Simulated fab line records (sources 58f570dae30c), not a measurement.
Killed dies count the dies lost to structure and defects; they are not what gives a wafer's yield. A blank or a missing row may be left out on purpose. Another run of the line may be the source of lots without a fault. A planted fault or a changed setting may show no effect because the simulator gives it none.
fab line records	flow berkeley_cmos170
record: lots: 14	wafers: 42	last_day: 13
route steps=331 shown NVT@110 PLDD@155 PSD@183 NSD@196
lots that met no fault: taken from a fault-free run of the same line
start_h: the number of hours between the record's first day and the start of the first shown wafer of the lot	wait_h: hours since the lot's step before	" same as the row above	L1.1+2: several wafers, shown together as one row	- either no value or no given start	* or withheld: withheld	< > ~ a bound
route shown NAME@n: names a module that has steps shown in the file, with the first one's number in the route	usual: mean/standard deviation taken from wafers without a fault	same: alike in all rows	chamber/n: place in a boat	sites: the reading at each site	_std_site: their standard deviation	_edge_site: the outer-site mean with the inner-site mean subtracted	radius_mm: how far each site lies from the wafer's centre	mask NAME#n: copy n	behind: the tool/chamber that last shaped the wafer	hold: why the lot was held/for how many hours/how that ended	device: names the non-switching transistor (n, p or np)	end of line: the route-end tests of the same wafers	a step given without rows: its recipe and nothing more	killed: the dies lost at the first sort to structure and to defects; this is not the yield of the wafer	map: a wafer's dies, x killed, . not, _ none there
set.NAME: the setting that was run; set.NAME@STEP: the one run at that earlier step	model.NAME: the simulator's own value behind a step, which no gauge read
route steps across a sampled set of lots; one table per step, one row per wafer
services: when a tool's chamber went out of use (start_h, in hours from the record's first day, below 0 if earlier), for how many hours, and the reason
== steps ==
step: UCB170_NVT_OVL_MEAS_06
usual: NVT_OVL: 2/5.1
lot.wafer	tool	chamber	start_h	wait_h	NVT_OVL[nm]
L617.1	overlay-01	-	140.53	-	6
L617.2	"	-	"	"	2
L617.3	"	-	"	"	4
L621.1	overlay-01	-	171.15	-	-6
L621.5	"	-	"	"	-2
L621.6	"	-	"	"	10
L619.4	overlay-02	-	171.17	-	8
L619.5	"	-	"	"	-6
L619.6	"	-	"	"	5
L618.1	overlay-01	-	171.43	-	2
L618.2	"	-	"	"	3
L618.5	"	-	"	"	-5
L620.1	overlay-01	-	171.70	-	4
L620.2	"	-	"	"	0
L620.4	"	-	"	"	-8
L622.1	overlay-02	-	181.95	-	13
L622.3	"	-	"	"	8
L622.5	"	-	"	"	9
L623.2	overlay-01	-	182.23	-	1
L623.4	"	-	"	"	-3
L623.6	"	-	"	"	3
L625.1	overlay-02	-	191.43	-	0
L625.4	"	-	"	"	10
L625.5	"	-	"	"	5
L624.1	overlay-01	-	191.67	-	4
L624.2	"	-	"	"	-10
L624.3	"	-	"	"	-4
L628.1	overlay-01	-	208.83	-	6
L628.4	"	-	"	"	10
L628.6	"	-	"	"	8
L634.1	overlay-01	-	244.85	-	7
L634.3	"	-	"	"	0
L634.6	"	-	"	"	5
L635.3	overlay-02	-	244.87	-	4
L635.4	"	-	"	"	4
L635.5	"	-	"	"	11
L637.1	overlay-01	-	245.30	-	4
L637.4	"	-	"	"	-8
L637.5	"	-	"	"	7
L633.3	overlay-01	-	245.58	-	3
L633.4	"	-	"	"	2
L633.5	"	-	"	"	0
step: UCB170_PLDD_STRIP_10
recipe: chemistry: O2	power_w: 400	pressure_mtorr: 3500	platen_temp_c: withheld	o2_flow_sccm: 400	overash_fraction: 0.5
usual: drypump_motor_current_A: 5.7/0.42	oes_product_au: 0.734/0.0047	strip_time_to_endpoint_s: 21.66/0.06
lot.wafer	tool	chamber	start_h	wait_h	drypump_motor_current_A	oes_product_au	rf_hours_counter_h	strip_time_to_endpoint_s
L617.1	plasma_asher-02	0	157.41	0.1	5.5	0.737	45	21.60
L617.2	"	1	"	"	5.9	0.728	45	21.62
L617.3	"	0	"	"	5.5	0.743	-	21.56
L619.4	plasma_asher-04	0	198.08	0.1	5.6	0.737	-	21.71
L619.5	"	0	"	"	5.7	0.735	-	21.63
L619.6	"	1	"	"	5.1	0.731	-	21.76
L620.1	plasma_asher-02	1	198.40	0.1	5.9	0.734	50	21.78
L620.2	"	0	"	"	5.5	0.730	50	21.73
L620.4	"	1	"	"	5.9	0.732	-	21.70
L621.1	plasma_asher-01	1	198.59	0.2	6.4	0.726	11	21.61
L621.5	"	0	"	"	5.3	0.734	-	21.69
L621.6	"	1	"	"	6.3	0.740	-	21.73
L618.1	plasma_asher-04	0	198.64	0.1	5.6	0.732	39	21.65
L618.2	"	1	"	"	5.1	0.741	39	21.64
L618.5	"	1	"	"	5.1	0.737	-	21.70
L623.2	plasma_asher-02	1	205.84	0.1	5.9	0.740	51	21.70
L623.4	"	0	"	"	5.5	0.730	-	21.64
L623.6	"	1	"	"	5.9	0.734	-	21.63
L622.1	plasma_asher-04	0	206.30	0.1	5.7	0.728	39	21.69
L622.3	"	0	"	"	5.6	0.736	-	21.75
L622.5	"	1	"	"	5.1	0.737	-	21.70
L625.1	plasma_asher-01	1	214.33	0.1	6.4	0.733	12	21.62
L625.4	"	1	"	"	6.4	0.731	-	21.64
L625.5	"	1	"	"	6.4	0.741	-	21.61
L624.1	plasma_asher-02	1	214.61	0.1	5.9	0.729	52	21.70
L624.2	"	0	"	"	5.5	0.740	52	21.67
L624.3	"	0	"	"	5.5	0.735	-	21.65
L628.1	plasma_asher-01	1	228.71	0.1	6.4	0.731	13	21.70
L628.4	"	1	"	"	6.4	0.730	-	21.60
L628.6	"	1	"	"	6.4	0.735	-	21.62
L633.3	plasma_asher-01	1	264.46	0.1	6.4	0.739	-	21.64
L633.4	"	0	"	"	5.3	0.729	-	21.68
L633.5	"	0	"	"	5.3	0.734	-	21.64
L634.1	plasma_asher-04	0	265.09	0.1	5.7	0.737	46	21.72
L634.3	"	0	"	"	5.7	0.729	-	21.77
L634.6	"	0	"	"	5.7	0.733	-	21.78
L635.3	plasma_asher-01	0	265.46	0.1	5.3	0.739	-	21.64
L635.4	"	1	"	"	6.3	0.731	-	21.69
L635.5	"	1	"	"	6.3	0.735	-	21.68
L637.1	plasma_asher-02	1	265.82	0.1	5.9	0.734	58	21.58
L637.4	"	1	"	"	5.9	0.730	-	21.64
L637.5	"	1	"	"	5.9	0.728	-	21.59
step: UCB170_PSD_IMPLANT_08
recipe: species: B	dose_cm2: 3e+15	energy_kev: 20	tilt_deg: 7
usual: beam_energy_keV: 20.000/0.0061
same: implant_ion_amu: 11
lot.wafer	tool	chamber	start_h	wait_h	beam_energy_keV
L617.1	implanter-02	0	166.71	0.0	20.002
L617.2	"	0	"	"	20.003
L617.3	"	0	"	"	20.014
L621.1	implanter-03	0	209.51	0.0	19.999
L621.5	"	0	"	"	20.020
L621.6	"	0	"	"	20.008
L620.1	implanter-02	0	209.63	0.0	19.996
L620.2	"	0	"	"	20.001
L620.4	"	0	"	"	20.004
L618.1	implanter-03	0	209.78	0.0	20.003
L618.2	"	0	"	"	20.007
L618.5	"	0	"	"	20.008
L619.4	implanter-04	0	209.86	0.1	19.992
L619.5	"	0	"	"	19.989
L619.6	"	0	"	"	19.994
L622.1	implanter-02	0	215.42	0.0	20.003
L622.3	"	0	"	"	20.002
L622.5	"	0	"	"	19.997
L623.2	implanter-04	0	215.69	0.0	20.007
L623.4	"	0	"	"	20.001
L623.6	"	0	"	"	20.000
L625.1	implanter-02	0	225.17	0.0	20.453
L625.4	"	0	"	"	20.459
L625.5	"	0	"	"	20.466
L624.1	implanter-04	0	225.41	0.0	19.993
L624.2	"	0	"	"	19.993
L624.3	"	0	"	"	19.996
L628.1	implanter-02	0	240.67	0.0	20.456
L628.4	"	0	"	"	20.463
L628.6	"	0	"	"	20.456
L633.3	implanter-03	0	275.03	0.1	19.994
L633.4	"	0	"	"	19.998
L633.5	"	0	"	"	19.997
L635.3	implanter-03	0	278.83	0.1	19.995
L635.4	"	0	"	"	19.998
L635.5	"	0	"	"	19.997
L637.1	implanter-04	0	278.85	0.0	19.997
L637.4	"	0	"	"	19.986
L637.5	"	0	"	"	19.998
L634.1	implanter-03	0	279.14	0.0	20.002
L634.3	"	0	"	"	20.010
L634.6	"	0	"	"	20.005
step: UCB170_PSD_STRIP_09
recipe: chemistry: O2	power_w: 400	pressure_mtorr: 3500	platen_temp_c: withheld	o2_flow_sccm: 400	overash_fraction: 0.5
usual: drypump_motor_current_A: 5.6/0.46	oes_product_au: 0.601/0.0051	strip_time_to_endpoint_s: 29.43/0.064
lot.wafer	tool	chamber	start_h	wait_h	drypump_motor_current_A	oes_product_au	rf_hours_counter_h	strip_time_to_endpoint_s
L617.1	plasma_asher-01	1	166.86	0.1	6.4	0.604	7	29.53
L617.2	"	0	"	"	5.3	0.601	7	29.50
L617.3	"	0	"	"	5.3	0.592	-	29.63
L621.1	plasma_asher-01	0	209.66	0.1	5.3	0.597	11	29.49
L621.5	"	0	"	"	5.2	0.602	-	29.43
L621.6	"	1	"	"	6.4	0.604	-	29.47
L620.1	plasma_asher-04	1	209.78	0.1	5.1	0.601	40	29.38
L620.2	"	0	"	"	5.7	0.605	40	29.29
L620.4	"	1	"	"	5.1	0.601	-	29.28
L618.1	plasma_asher-04	1	209.93	0.1	5.1	0.601	40	29.50
L618.2	"	0	"	"	5.6	0.597	40	29.54
L618.5	"	1	"	"	5.1	0.599	-	29.41
L619.4	plasma_asher-01	0	209.97	0.1	5.3	0.606	-	29.51
L619.5	"	0	"	"	5.3	0.592	-	29.48
L619.6	"	1	"	"	6.4	0.593	-	29.46
L622.1	plasma_asher-04	1	215.57	0.1	5.1	0.608	41	29.44
L622.3	"	1	"	"	5.1	0.601	-	29.36
L622.5	"	0	"	"	5.7	0.599	-	29.41
L623.2	plasma_asher-01	1	215.81	0.1	6.4	0.599	12	29.37
L623.4	"	0	"	"	5.3	0.599	-	29.46
L623.6	"	1	"	"	6.4	0.600	-	29.46
L625.1	plasma_asher-03	1	225.32	0.1	5.6	0.598	44	29.59
L625.4	"	1	"	"	5.6	0.594	-	29.62
L625.5	"	1	"	"	5.6	0.599	-	29.59
L624.1	plasma_asher-04	0	225.56	0.1	5.7	0.605	42	29.51
L624.2	"	1	"	"	5.1	0.606	42	29.42
L624.3	"	0	"	"	5.6	0.602	-	29.44
L628.1	plasma_asher-03	0	240.82	0.1	6.0	0.601	45	29.59
L628.4	"	0	"	"	6.0	0.609	-	29.62
L628.6	"	1	"	"	5.6	0.595	-	29.65
L633.3	plasma_asher-01	1	275.16	0.1	6.4	0.604	-	29.39
L633.4	"	0	"	"	5.3	0.602	-	29.42
L633.5	"	1	"	"	6.4	0.598	-	29.40
L635.3	plasma_asher-01	1	278.96	0.1	6.4	0.602	-	29.42
L635.4	"	0	"	"	5.3	0.603	-	29.51
L635.5	"	1	"	"	6.3	0.606	-	29.49
L637.1	plasma_asher-04	1	279.00	0.1	5.1	0.595	48	29.33
L637.4	"	0	"	"	5.7	0.600	-	29.35
L637.5	"	1	"	"	5.1	0.593	-	29.40
L634.1	plasma_asher-04	1	279.29	0.1	5.1	0.605	48	29.37
L634.3	"	0	"	"	5.6	0.597	-	29.42
L634.6	"	0	"	"	5.7	0.589	-	29.44
step: UCB170_NSD_STRIP_09
recipe: chemistry: O2	power_w: 400	pressure_mtorr: 3500	platen_temp_c: withheld	o2_flow_sccm: 400	overash_fraction: 0.5
usual: drypump_motor_current_A: 5.8/0.36	oes_product_au: 0.534/0.0046	strip_time_to_endpoint_s: 35.81/0.078
lot.wafer	tool	chamber	start_h	wait_h	drypump_motor_current_A	oes_product_au	rf_hours_counter_h	strip_time_to_endpoint_s
L617.1	plasma_asher-02	1	170.74	0.1	5.9	0.531	47	35.65
L617.2	"	0	"	"	5.4	0.541	47	35.66
L617.3	"	0	"	"	5.5	0.531	-	35.70
L621.1	plasma_asher-02	1	211.47	0.1	5.9	0.530	51	35.81
L621.5	"	1	"	"	5.9	0.530	-	35.81
L621.6	"	0	"	"	5.4	0.530	-	35.85
L620.1	plasma_asher-01	1	211.75	0.1	6.4	0.540	12	35.75
L620.2	"	0	"	"	5.3	0.530	12	35.86
L620.4	"	1	"	"	6.4	0.542	-	35.83
L618.1	plasma_asher-02	1	211.83	0.1	5.9	0.527	51	35.77
L618.2	"	0	"	"	5.5	0.534	51	35.76
L618.5	"	1	"	"	5.9	0.529	-	35.81
L619.4	plasma_asher-01	1	212.14	0.1	6.4	0.535	-	35.79
L619.5	"	1	"	"	6.4	0.532	-	35.82
L619.6	"	0	"	"	5.3	0.535	-	35.74
L622.1	plasma_asher-02	0	217.33	0.1	5.4	0.540	52	35.67
L622.3	"	0	"	"	5.4	0.533	-	35.77
L622.5	"	0	"	"	5.5	0.537	-	35.79
L623.2	plasma_asher-01	0	217.72	0.1	5.3	0.534	12	35.92
L623.4	"	0	"	"	5.3	0.529	-	35.92
L623.6	"	0	"	"	5.3	0.546	-	35.83
L625.1	plasma_asher-03	1	227.08	0.1	5.6	0.537	44	35.65
L625.4	"	0	"	"	6.0	0.537	-	35.68
L625.5	"	1	"	"	5.6	0.541	-	35.74
L624.1	plasma_asher-02	1	227.36	0.1	5.9	0.543	53	35.77
L624.2	"	0	"	"	5.4	0.535	53	35.75
L624.3	"	1	"	"	5.9	0.529	-	35.80
L628.1	plasma_asher-03	0	244.71	0.1	6.0	0.537	45	35.78
L628.4	"	0	"	"	6.0	0.537	-	35.76
L628.6	"	1	"	"	5.6	0.531	-	35.78
L633.3	plasma_asher-02	1	278.57	0.1	5.9	0.537	-	35.86
L633.4	"	0	"	"	5.4	0.540	-	35.90
L633.5	"	1	"	"	5.9	0.525	-	35.82
L635.3	plasma_asher-03	1	281.65	0.1	5.6	0.533	-	35.76
L635.4	"	0	"	"	6.1	0.534	-	35.83
L635.5	"	1	"	"	5.7	0.539	-	35.82
L634.1	plasma_asher-02	0	281.95	0.1	5.4	0.541	60	35.88
L634.3	"	0	"	"	5.4	0.539	-	35.79
L634.6	"	1	"	"	5.9	0.536	-	35.86
L637.1	plasma_asher-02	1	282.19	0.1	5.9	0.526	60	35.75
L637.4	"	0	"	"	5.5	0.538	-	35.75
L637.5	"	0	"	"	5.5	0.542	-	35.80
== services ==
tool	chamber	start_h	hours	kind
implanter-04	-	148.69	4.8	repair
implanter-04	-	150.90	2.3	repair
implanter-04	-	167.37	1.2	repair
plasma_asher-04	-	168.81	3.6	repair
plasma_asher-04	-	172.44	4.7	repair
implanter-02	-	190.63	4.0	repair
implanter-02	-	192.64	2.7	repair
implanter-04	-	197.40	3.2	repair
implanter-04	-	198.70	4.7	repair
plasma_asher-03	-	207.39	14.6	pm
plasma_asher-03	-	233.25	1.2	repair
plasma_asher-01	-	236.83	0.4	repair
plasma_asher-04	-	244.08	7.6	repair
implanter-04	-	274.05	2.1	repair
== key ==
first_sign: step: UCB170_PSD_IMPLANT_08	reading: beam_energy_keV	direction: up	sigmas: 75	usual: 20.000	struck: 20.459
effect: step: UCB170_PSD_STRIP_09	reading: strip_time_to_endpoint_s	direction: up	sigmas: 2.8	usual: *	struck: *
met_at UCB170_PSD_IMPLANT_08
struck_lots L625,L628
tester_left_out L625,L628
not_acting_at UCB170_NVT_OVL_MEAS_06,UCB170_PLDD_STRIP_10,UCB170_NSD_STRIP_09
onset_between 215.42 225.17
fault: kind: process_parameter_drift	tool: implanter-02	chamber: -	onset_h: 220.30	steps: UCB170_PSD_IMPLANT_08	channel: energy_kev	offset: 0.46035	shape: step	end_h: 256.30	acts_in: these_recipes_only	stated: 20
tester_left_out: of these lots the tester's yield and bins aren't shown, on N5 and GAA mostly nor the transistor test; their killed dies are dies lost to structure and defects alone, not to doping, threshold or leakage, so they don't give the yield
